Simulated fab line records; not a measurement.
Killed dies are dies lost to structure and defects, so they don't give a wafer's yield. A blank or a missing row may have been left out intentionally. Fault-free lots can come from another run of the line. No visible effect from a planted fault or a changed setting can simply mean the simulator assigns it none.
fab line records :: flow rit-cmos
record:
  lots: 12
  wafers: 36
  last-day: 7
route steps=202 shown FOX1@20 M1@202
lots with no fault: from the same line, run without faults
start-h: hours from the record's opening day to when the first of the lot's shown wafers began :: wait-h: hours since the lot's step before :: " as in the row above :: L1.1+2: one row covering several wafers at once :: - no value present, or no start provided :: * or withheld: withheld :: < > ~ a bound
route shown NAME@n: names a module that has steps shown in the file, with the first one's number in the route :: usual: average and standard deviation across the fault-free wafers :: same: alike in all rows :: chamber/n: place in a boat :: sites: readings site by site :: _std_site: how widely they spread, as a standard deviation :: _edge_site: inner sites' mean taken away from outer sites' mean :: radius-mm: for every site, how far away it sits from the centre of the wafer :: mask NAME#n: copy n :: behind: the most recent tool/chamber to have shaped the wafer :: hold: why the lot went on hold/how many hours it stayed there/how the hold came to an end :: device: the transistor (n, p or np) that didn't switch :: end of line: tests run on the same wafers once the route is complete :: for a step that has no rows: nothing shown but its recipe :: killed: count of dies lost to structure and defects at first sort (not the wafer's yield) :: map: a wafer's dies, x killed, . not, _ none there
set.NAME: the setting that was run; set.NAME@STEP: the one run at that earlier step :: model.NAME: the simulator's own value behind a step, which no gauge read
the route's steps for a sample of lots (tables are steps, rows are wafers)
services: the hour from which a tool's chamber was out of use, counted from the record's first day as start-h (under 0 if before that day), plus the number of hours and why
== steps ==
step: RIT_FOX1_OXIDATION_00
recipe:
  temp-c: 1100
  ambient: H2O
  target-thk-a: 3507
  p-h2o-torr: 720
  ox-time-s: 1130
usual:
  ox-temp-c: 1100.1/0.51
  ox-time-s: 1130/0
lot.wafer: L694.1
tool: furnace-03
chamber: 0
start-h: 16.01
wait-h: 0.3
ox-temp-c: 1100.4
ox-time-s: 1130

lot.wafer: L694.3
tool: furnace-03
chamber: 0
start-h: 16.01
wait-h: 0.3
ox-temp-c: 1101.0
ox-time-s: 1130

lot.wafer: L694.5
tool: furnace-03
chamber: 0
start-h: 16.01
wait-h: 0.3
ox-temp-c: 1100.5
ox-time-s: 1130

lot.wafer: L695.1
tool: furnace-04
chamber: 0
start-h: 22.05
wait-h: 0.6
ox-temp-c: 1100.4
ox-time-s: 1130

lot.wafer: L695.2
tool: furnace-04
chamber: 0
start-h: 22.05
wait-h: 0.6
ox-temp-c: 1099.7
ox-time-s: 1130

lot.wafer: L695.4
tool: furnace-04
chamber: 0
start-h: 22.05
wait-h: 0.6
ox-temp-c: 1099.9
ox-time-s: 1130

lot.wafer: L699.2
tool: furnace-04
chamber: 0
start-h: 41.47
wait-h: 0.5
ox-temp-c: 1101.7
ox-time-s: 1130

lot.wafer: L699.3
tool: furnace-04
chamber: 0
start-h: 41.47
wait-h: 0.5
ox-temp-c: 1101.1
ox-time-s: 1130

lot.wafer: L699.5
tool: furnace-04
chamber: 0
start-h: 41.47
wait-h: 0.5
ox-temp-c: 1101.1
ox-time-s: 1130

lot.wafer: L703.1
tool: furnace-01
chamber: 0
start-h: 61.43
wait-h: 0.8
ox-temp-c: 1099.9
ox-time-s: 565

lot.wafer: L703.2
tool: furnace-01
chamber: 0
start-h: 61.43
wait-h: 0.8
ox-temp-c: 1100.1
ox-time-s: 565

lot.wafer: L703.4
tool: furnace-01
chamber: 0
start-h: 61.43
wait-h: 0.8
ox-temp-c: 1100.2
ox-time-s: 565

lot.wafer: L705.1
tool: furnace-01
chamber: 0
start-h: 71.14
wait-h: 0.6
ox-temp-c: 1099.5
ox-time-s: 565

lot.wafer: L705.5
tool: furnace-01
chamber: 0
start-h: 71.14
wait-h: 0.6
ox-temp-c: 1099.9
ox-time-s: 565

lot.wafer: L705.6
tool: furnace-01
chamber: 0
start-h: 71.14
wait-h: 0.6
ox-temp-c: 1100.2
ox-time-s: 565

lot.wafer: L706.2
tool: furnace-04
chamber: 0
start-h: 75.51
wait-h: 0.0
ox-temp-c: 1100.5
ox-time-s: 1130

lot.wafer: L706.4
tool: furnace-04
chamber: 0
start-h: 75.51
wait-h: 0.0
ox-temp-c: 1100.1
ox-time-s: 1130

lot.wafer: L706.5
tool: furnace-04
chamber: 0
start-h: 75.51
wait-h: 0.0
ox-temp-c: 1101.2
ox-time-s: 1130

lot.wafer: L707.2
tool: furnace-04
chamber: 0
start-h: 80.52
wait-h: 0.0
ox-temp-c: 1099.1
ox-time-s: 1130

lot.wafer: L707.3
tool: furnace-04
chamber: 0
start-h: 80.52
wait-h: 0.0
ox-temp-c: 1099.5
ox-time-s: 1130

lot.wafer: L707.4
tool: furnace-04
chamber: 0
start-h: 80.52
wait-h: 0.0
ox-temp-c: 1099.4
ox-time-s: 1130

lot.wafer: L708.1
tool: furnace-04
chamber: 0
start-h: 85.65
wait-h: 0.0
ox-temp-c: 1100.6
ox-time-s: 1130

lot.wafer: L708.4
tool: furnace-04
chamber: 0
start-h: 85.65
wait-h: 0.0
ox-temp-c: 1100.1
ox-time-s: 1130

lot.wafer: L708.5
tool: furnace-04
chamber: 0
start-h: 85.65
wait-h: 0.0
ox-temp-c: 1099.3
ox-time-s: 1130

lot.wafer: L711.1
tool: furnace-04
chamber: 0
start-h: 100.50
wait-h: 0.0
ox-temp-c: 1100.2
ox-time-s: 1130

lot.wafer: L711.3
tool: furnace-04
chamber: 0
start-h: 100.50
wait-h: 0.0
ox-temp-c: 1100.5
ox-time-s: 1130

lot.wafer: L711.5
tool: furnace-04
chamber: 0
start-h: 100.50
wait-h: 0.0
ox-temp-c: 1100.1
ox-time-s: 1130

lot.wafer: L713.1
tool: furnace-03
chamber: 0
start-h: 111.34
wait-h: 0.0
ox-temp-c: 1099.7
ox-time-s: 1130

lot.wafer: L713.5
tool: furnace-03
chamber: 0
start-h: 111.34
wait-h: 0.0
ox-temp-c: 1100.0
ox-time-s: 1130

lot.wafer: L713.6
tool: furnace-03
chamber: 0
start-h: 111.34
wait-h: 0.0
ox-temp-c: 1099.3
ox-time-s: 1130

lot.wafer: L714.2
tool: furnace-04
chamber: 0
start-h: 115.52
wait-h: 0.0
ox-temp-c: 1099.6
ox-time-s: 1130

lot.wafer: L714.3
tool: furnace-04
chamber: 0
start-h: 115.52
wait-h: 0.0
ox-temp-c: 1099.5
ox-time-s: 1130

lot.wafer: L714.6
tool: furnace-04
chamber: 0
start-h: 115.52
wait-h: 0.0
ox-temp-c: 1100.1
ox-time-s: 1130

lot.wafer: L716.1
tool: furnace-03
chamber: 0
start-h: 125.52
wait-h: 0.0
ox-temp-c: 1099.9
ox-time-s: 1130

lot.wafer: L716.2
tool: furnace-03
chamber: 0
start-h: 125.52
wait-h: 0.0
ox-temp-c: 1099.4
ox-time-s: 1130

lot.wafer: L716.6
tool: furnace-03
chamber: 0
start-h: 125.52
wait-h: 0.0
ox-temp-c: 1100.1
ox-time-s: 1130
step: RIT_FOX1_THK_MEAS_01
recipe:
  reads: SiO2_of_FOX1_OXIDATION_00
usual:
  FOX1_OXIDE_THK: 352/5.6
lot.wafer: L694.1
tool: film-metro-01
chamber: -
start-h: 17.32
wait-h: 0.0
FOX1_OXIDE_THK[nm]: 358

lot.wafer: L694.3
tool: film-metro-01
chamber: -
start-h: 17.32
wait-h: 0.0
FOX1_OXIDE_THK[nm]: 358

lot.wafer: L694.5
tool: film-metro-01
chamber: -
start-h: 17.32
wait-h: 0.0
FOX1_OXIDE_THK[nm]: 355

lot.wafer: L695.1
tool: film-metro-01
chamber: -
start-h: 23.37
wait-h: 0.0
FOX1_OXIDE_THK[nm]: 352

lot.wafer: L695.2
tool: film-metro-01
chamber: -
start-h: 23.37
wait-h: 0.0
FOX1_OXIDE_THK[nm]: 351

lot.wafer: L695.4
tool: film-metro-01
chamber: -
start-h: 23.37
wait-h: 0.0
FOX1_OXIDE_THK[nm]: 349

lot.wafer: L699.2
tool: film-metro-02
chamber: -
start-h: 42.79
wait-h: 0.0
FOX1_OXIDE_THK[nm]: 361

lot.wafer: L699.3
tool: film-metro-02
chamber: -
start-h: 42.79
wait-h: 0.0
FOX1_OXIDE_THK[nm]: 357

lot.wafer: L699.5
tool: film-metro-02
chamber: -
start-h: 42.79
wait-h: 0.0
FOX1_OXIDE_THK[nm]: 363

lot.wafer: L703.1
tool: film-metro-03
chamber: -
start-h: 62.74
wait-h: 0.0
FOX1_OXIDE_THK[nm]: 231

lot.wafer: L703.2
tool: film-metro-03
chamber: -
start-h: 62.74
wait-h: 0.0
FOX1_OXIDE_THK[nm]: 230

lot.wafer: L703.4
tool: film-metro-03
chamber: -
start-h: 62.74
wait-h: 0.0
FOX1_OXIDE_THK[nm]: 230

lot.wafer: L705.1
tool: film-metro-02
chamber: -
start-h: 72.45
wait-h: 0.0
FOX1_OXIDE_THK[nm]: 236

lot.wafer: L705.5
tool: film-metro-02
chamber: -
start-h: 72.45
wait-h: 0.0
FOX1_OXIDE_THK[nm]: 241

lot.wafer: L705.6
tool: film-metro-02
chamber: -
start-h: 72.45
wait-h: 0.0
FOX1_OXIDE_THK[nm]: 240

lot.wafer: L706.2
tool: film-metro-03
chamber: -
start-h: 76.83
wait-h: 0.0
FOX1_OXIDE_THK[nm]: 350

lot.wafer: L706.4
tool: film-metro-03
chamber: -
start-h: 76.83
wait-h: 0.0
FOX1_OXIDE_THK[nm]: 352

lot.wafer: L706.5
tool: film-metro-03
chamber: -
start-h: 76.83
wait-h: 0.0
FOX1_OXIDE_THK[nm]: 350

lot.wafer: L707.2
tool: film-metro-02
chamber: -
start-h: 81.84
wait-h: 0.0
FOX1_OXIDE_THK[nm]: 346

lot.wafer: L707.3
tool: film-metro-02
chamber: -
start-h: 81.84
wait-h: 0.0
FOX1_OXIDE_THK[nm]: 339

lot.wafer: L707.4
tool: film-metro-02
chamber: -
start-h: 81.84
wait-h: 0.0
FOX1_OXIDE_THK[nm]: 342

lot.wafer: L708.1
tool: film-metro-01
chamber: -
start-h: 86.96
wait-h: 0.0
FOX1_OXIDE_THK[nm]: 345

lot.wafer: L708.4
tool: film-metro-01
chamber: -
start-h: 86.96
wait-h: 0.0
FOX1_OXIDE_THK[nm]: 343

lot.wafer: L708.5
tool: film-metro-01
chamber: -
start-h: 86.96
wait-h: 0.0
FOX1_OXIDE_THK[nm]: 347

lot.wafer: L711.1
tool: film-metro-02
chamber: -
start-h: 101.82
wait-h: 0.0
FOX1_OXIDE_THK[nm]: 360

lot.wafer: L711.3
tool: film-metro-02
chamber: -
start-h: 101.82
wait-h: 0.0
FOX1_OXIDE_THK[nm]: 356

lot.wafer: L711.5
tool: film-metro-02
chamber: -
start-h: 101.82
wait-h: 0.0
FOX1_OXIDE_THK[nm]: 354

lot.wafer: L713.1
tool: film-metro-01
chamber: -
start-h: 112.65
wait-h: 0.0
FOX1_OXIDE_THK[nm]: 353

lot.wafer: L713.5
tool: film-metro-01
chamber: -
start-h: 112.65
wait-h: 0.0
FOX1_OXIDE_THK[nm]: 351

lot.wafer: L713.6
tool: film-metro-01
chamber: -
start-h: 112.65
wait-h: 0.0
FOX1_OXIDE_THK[nm]: 348

lot.wafer: L714.2
tool: film-metro-02
chamber: -
start-h: 116.84
wait-h: 0.0
FOX1_OXIDE_THK[nm]: 360

lot.wafer: L714.3
tool: film-metro-02
chamber: -
start-h: 116.84
wait-h: 0.0
FOX1_OXIDE_THK[nm]: 361

lot.wafer: L714.6
tool: film-metro-02
chamber: -
start-h: 116.84
wait-h: 0.0
FOX1_OXIDE_THK[nm]: 361

lot.wafer: L716.1
tool: film-metro-01
chamber: -
start-h: 126.84
wait-h: 0.0
FOX1_OXIDE_THK[nm]: 355

lot.wafer: L716.2
tool: film-metro-01
chamber: -
start-h: 126.84
wait-h: 0.0
FOX1_OXIDE_THK[nm]: 352

lot.wafer: L716.6
tool: film-metro-01
chamber: -
start-h: 126.84
wait-h: 0.0
FOX1_OXIDE_THK[nm]: 354
step: RIT_M1_PROBE_99
usual:
  killed_at_M0_to_M3: 0.0/0.083
  killed-at-contacts: 0.1/0.32
  killed-at-front-end: 7/3
  killed-dies: 7/3
  killed-open: 3.4/2.2
  killed-short: 3.3/1.8
same:
  gross-dies: 264
  killed_at_M4_up: 0
  killed-at-back-side: 0
  killed-at-other: 0
lot.wafer: L705.6
tool: prober-02
chamber: -
start-h: 111.82
wait-h: 0.2
killed_at_M0_to_M3: 0
killed-at-contacts: 0
killed-at-front-end: 10
killed-dies: 10
killed-open: 5
killed-short: 5

lot.wafer: L706.2
tool: prober-01
chamber: -
start-h: 119.56
wait-h: 0.1
killed_at_M0_to_M3: 0
killed-at-contacts: 0
killed-at-front-end: 5
killed-dies: 5
killed-open: 5
killed-short: 0

lot.wafer: L706.4
tool: prober-01
chamber: -
start-h: 119.66
wait-h: 0.2
killed_at_M0_to_M3: 0
killed-at-contacts: 0
killed-at-front-end: 4
killed-dies: 4
killed-open: 1
killed-short: 3

lot.wafer: L706.5
tool: prober-01
chamber: -
start-h: 119.71
wait-h: 0.2
killed_at_M0_to_M3: 0
killed-at-contacts: 0
killed-at-front-end: 7
killed-dies: 7
killed-open: 3
killed-short: 4

lot.wafer: L707.2
tool: prober-02
chamber: -
start-h: 123.87
wait-h: 0.1
killed_at_M0_to_M3: 0
killed-at-contacts: 0
killed-at-front-end: 8
killed-dies: 8
killed-open: 5
killed-short: 3

lot.wafer: L707.3
tool: prober-02
chamber: -
start-h: 123.92
wait-h: 0.2
killed_at_M0_to_M3: 0
killed-at-contacts: 0
killed-at-front-end: 4
killed-dies: 4
killed-open: 2
killed-short: 2

lot.wafer: L707.4
tool: prober-02
chamber: -
start-h: 123.97
wait-h: 0.2
killed_at_M0_to_M3: 0
killed-at-contacts: 0
killed-at-front-end: 7
killed-dies: 7
killed-open: 4
killed-short: 3

lot.wafer: L708.1
tool: prober-01
chamber: -
start-h: 127.32
wait-h: 0.1
killed_at_M0_to_M3: 0
killed-at-contacts: 0
killed-at-front-end: 6
killed-dies: 6
killed-open: 2
killed-short: 4

lot.wafer: L708.4
tool: prober-01
chamber: -
start-h: 127.47
wait-h: 0.2
killed_at_M0_to_M3: 0
killed-at-contacts: 0
killed-at-front-end: 9
killed-dies: 9
killed-open: 2
killed-short: 7

lot.wafer: L708.5
tool: prober-01
chamber: -
start-h: 127.52
wait-h: 0.2
killed_at_M0_to_M3: 0
killed-at-contacts: 0
killed-at-front-end: 6
killed-dies: 6
killed-open: 3
killed-short: 3

lot.wafer: L711.1
tool: prober-02
chamber: -
start-h: 142.08
wait-h: 0.1
killed_at_M0_to_M3: 0
killed-at-contacts: 1
killed-at-front-end: 5
killed-dies: 6
killed-open: 4
killed-short: 2

lot.wafer: L711.3
tool: prober-02
chamber: -
start-h: 142.18
wait-h: 0.2
killed_at_M0_to_M3: 0
killed-at-contacts: 0
killed-at-front-end: 11
killed-dies: 11
killed-open: 6
killed-short: 5

lot.wafer: L711.5
tool: prober-02
chamber: -
start-h: 142.28
wait-h: 0.2
killed_at_M0_to_M3: 0
killed-at-contacts: 0
killed-at-front-end: 13
killed-dies: 13
killed-open: 10
killed-short: 3

lot.wafer: L716.1
tool: prober-01
chamber: -
start-h: 165.76
wait-h: 0.1
killed_at_M0_to_M3: 0
killed-at-contacts: 0
killed-at-front-end: 6
killed-dies: 6
killed-open: 3
killed-short: 3

lot.wafer: L716.2
tool: prober-01
chamber: -
start-h: 165.81
wait-h: 0.1
killed_at_M0_to_M3: 0
killed-at-contacts: 0
killed-at-front-end: 6
killed-dies: 6
killed-open: 1
killed-short: 5

lot.wafer: L716.6
tool: prober-01
chamber: -
start-h: 166.01
wait-h: 0.2
killed_at_M0_to_M3: 0
killed-at-contacts: 0
killed-at-front-end: 9
killed-dies: 9
killed-open: 4
killed-short: 5
killed by level:class
L705.6 GATE:geometric-particle:short=3 FOX1:geometric-particle:open=2 GATE:geometric-particle:open=2 REOX:geometric-particle:open=1 SPACER:geometric-particle:short=1 SILICIDE:geometric-particle:short=1
L706.2 FOX2:geometric-particle:open=2 FOX1:geometric-particle:open=1 GATE:geometric-particle:open=1 SPACER:geometric-particle:open=1
L706.4 GATE:geometric-particle:short=1 REOX:geometric-particle:short=1 SPACER:geometric-particle:short=1 SILICIDE:geometric-particle:open=1
L706.5 GATE:geometric-particle:open=3 GATE:geometric-particle:short=2 FOX1:geometric-particle:short=1 REOX:geometric-particle:short=1
L707.2 GATE:geometric-particle:open=3 FOX1:geometric-particle:open=2 GATE:geometric-particle:short=2 FOX1:geometric-particle:short=1
L707.3 FOX1:geometric-particle:short=2 FOX1:geometric-particle:open=1 GATE:geometric-particle:open=1
L707.4 GATE:geometric-particle:open=3 FOX1:geometric-particle:short=1 FOX2:geometric-particle:short=1 GATE:geometric-particle:short=1 REOX:geometric-particle:open=1
L708.1 GATE:geometric-particle:short=2 FOX2:geometric-particle:short=1 REOX:geometric-particle:short=1 SPACER:geometric-particle:open=1 SILICIDE:geometric-particle:open=1
L708.4 GATE:geometric-particle:short=2 SPACER:geometric-particle:short=2 FOX1:geometric-particle:short=1 GATE:geometric-particle:open=1 REOX:geometric-particle:short=1 REOX:geometric-particle:open=1 SILICIDE:geometric-particle:short=1
L708.5 FOX1:geometric-particle:short=2 FOX2:geometric-particle:short=1 REOX:geometric-particle:open=1 SPACER:geometric-particle:open=1 SILICIDE:geometric-particle:open=1
L711.1 GATE:geometric-particle:open=2 FOX1:geometric-particle:open=1 GATE:geometric-particle:short=1 REOX:geometric-particle:short=1 CONTACT:geometric-particle:open=1
L711.3 GATE:geometric-particle:open=2 GATE:geometric-particle:short=2 SILICIDE:geometric-particle:open=2 FOX1:geometric-particle:short=1 FOX2:geometric-particle:short=1 REOX:geometric-particle:short=1 REOX:geometric-particle:open=1 SPACER:geometric-particle:open=1
L711.5 GATE:geometric-particle:open=5 GATE:geometric-particle:short=2 SPACER:geometric-particle:open=2 SILICIDE:geometric-particle:open=2 FOX1:geometric-particle:open=1 SILICIDE:geometric-particle:short=1
L716.1 GATE:geometric-particle:open=2 GATE:geometric-particle:short=2 FOX1:geometric-particle:short=1 SILICIDE:geometric-particle:open=1
L716.2 SPACER:geometric-particle:short=2 SILICIDE:geometric-particle:short=2 GATE:geometric-particle:open=1 GATE:geometric-particle:short=1
L716.6 FOX1:geometric-particle:open=2 GATE:geometric-particle:short=2 REOX:geometric-particle:open=2 SILICIDE:geometric-particle:short=2 REOX:geometric-particle:short=1
== services ==
tool: furnace-01
chamber: -
start-h: 13.27
hours: 2.9
kind: pm

tool: furnace-04
chamber: -
start-h: 59.94
hours: 3.0
kind: pm
== key ==
first-sign:
  step: RIT_FOX1_OXIDATION_00
  reading: ox-time-s
  direction: down
  sigmas: 99+
  usual: *
  struck: *
effect:
  step: RIT_FOX1_THK_MEAS_01
  reading: FOX1_OXIDE_THK
  direction: down
  sigmas: 21
  usual: 352
  struck: 235
met-at RIT_FOX1_OXIDATION_00
struck-lots L703,L705
tester-left-out L703,L705
fault:
  kind: process-parameter-drift
  tool: furnace-01
  chamber: -
  onset-h: 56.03
  steps: RIT_FOX1_OXIDATION_00
  channel: ox-time-s
  offset: *
  shape: step
  end-h: 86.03
  acts-in: *
  stated: *
tester-left-out: of these lots the tester's yield and bins aren't shown, on N5 and GAA mostly nor the transistor test; their killed dies are dies lost to structure and defects alone, not to doping, threshold or leakage, so they don't give the yield
